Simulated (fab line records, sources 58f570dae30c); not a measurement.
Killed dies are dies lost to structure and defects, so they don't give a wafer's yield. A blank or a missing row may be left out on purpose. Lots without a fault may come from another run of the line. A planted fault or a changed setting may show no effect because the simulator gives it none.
A struck lot beside a sound one | flow berkeley_cmos170 | 17 steps out of a route of 331
Sound: wafers L253.3, L253.4, L253.5. Struck: wafers L263.1, L263.4, L263.5. The cause comes at the end.
At each step with rows: each side's tool, then ch and its chambers, then its first start. Under that, the readings that differ: sound wafers | struck wafers | difference of the means | sigmas: that difference in standard deviations of wafers without a fault.
alike: readings whose means differ by less than 2 such deviations, and words and numbers that are the same on both sides. not compared: withheld readings, readings that some wafer has no value for, bounds like >300 that may hide the same value, and numbers for which the record gives no deviation and whose values overlap.
The two part at a step that has a row with sigmas, a row that says differs or no value, or rows on one side only. Numbers that don't overlap but have no deviation are shown without sigmas and don't part them. A reading that every wafer of one side lacks parts them only if that side has two wafers or more.

UCB170_M1_SPUTTER_00: material Al, target thk 600 nm, time 80 s.
  sound on pvd_sputter-04, day 8 13:01; struck on pvd_sputter-04, day 10 15:40
  alike: cathode_dc_power_W, throttle_valve_pct
UCB170_M1_RS_MEAS_01: measures by four-point-probe.
  sound on film_metro-01, day 8 13:07; struck on film_metro-04, day 10 15:43
  alike: M1_AL_RS
UCB170_M1_THK_MEAS_02: measures by xrf.
  sound on film_metro-01, day 8 13:13; struck on film_metro-04, day 10 15:50
  alike: M1_AL_THK
then, 6 steps without rows for these wafers: UCB170_M1_COAT_03; UCB170_M1_COAT_04 (resist thk 900 nm); UCB170_M1_SOFTBAKE_05 (time 60 s); UCB170_M1_EXPOSE_06 (exposes mask METAL1, target cd 700 nm); UCB170_M1_PEB_07; UCB170_M1_DEVELOP_08 (develop time 45 s).
UCB170_M1_CD_MEAS_09: target cd 700 nm.
  sound on cd_sem-02, day 8 14:08; struck on cd_sem-02, day 10 16:50
  alike: cd_nm
UCB170_M1_OVL_MEAS_10:
  sound on overlay-02, day 8 14:14; struck on overlay-02, day 10 16:57
  alike: M1_OVL
UCB170_M1_ETCH_11: etches BARC in N2/H2.
  sound on rie_diel-04 ch 2,3, day 8 14:16; struck on rie_diel-01 ch 0,3, day 10 16:59
  alike: drypump_motor_current_A, oes_product_au, throttle_valve_pct
UCB170_M1_METAL_ETCH_12: etches Al in Cl2/BCl3, stops on PSG, target depth 780 nm, time 130 s.
  sound on rie_metal-04 ch 0, day 8 14:23; struck on rie_metal-03 ch 0, day 10 17:01
  reading                             | sound             | struck            | difference | sigmas
  oes_product_au (a.u.)               | 0.873 0.879 0.874 | 0.985 0.972 0.977 | +0.103     | +8
  run_length_s (s)                    | 157.1 157.4 157.2 | 130.8 130.9 131.4 | -26.2      | -32
  model.KrF_of_M1_COAT_04.thk_nm (nm) | 447.9 447.5 447.1 | 536.4 537 542.2   | +91.0      |
  model.M1.cd_nm (nm)                 | 703 700.4 703.9   | 708.8 710.5 709.1 | +7.0       |
  alike: drypump_motor_current_A, throttle_valve_pct
  not compared: rf_hours_counter_h
UCB170_M1_STRIP_13: strips in O2.
  sound on plasma_asher-02 ch 0,1, day 8 14:36; struck on plasma_asher-01 ch 0,1, day 10 17:10
  alike: drypump_motor_current_A, o2_flow_sccm, oes_product_au
  not compared: rf_hours_counter_h
UCB170_M1_CD_MEAS_90: target cd 700 nm.
  sound on cd_sem-02, day 8 14:43; struck on cd_sem-02, day 10 17:16
  reading    | sound             | struck            | difference | sigmas
  cd_nm (nm) | 702.7 700.6 703.9 | 708.5 710.9 709.0 | +7.1       | +3
then, 1 step without rows for these wafers: UCB170_M1_ANNEAL_14 (time 1200 s).
UCB170_M3_PROBE_99:
  sound on prober-02, day 9 07:08; struck on prober-02, day 11 07:46
  reading                                   | sound | struck | difference | sigmas
  model.etest.ring.over_limit               | 0 0 0 | 1 1 1  | +1         |
  model.etest.m1_comb_over_steps.over_limit | 0 0 0 | 1 1 1  | +1         |
  not compared: model.etest.m1.width_nm, model.etest.antenna_m1.vt_shift_v

WHERE THEY PART
First at UCB170_M1_METAL_ETCH_12; last, within this record, at UCB170_M1_CD_MEAS_90.

WHY: what the simulator had put in
Process parameter drift: rie_metal-03, from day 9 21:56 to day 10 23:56, at UCB170_M1_METAL_ETCH_12. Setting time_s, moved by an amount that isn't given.
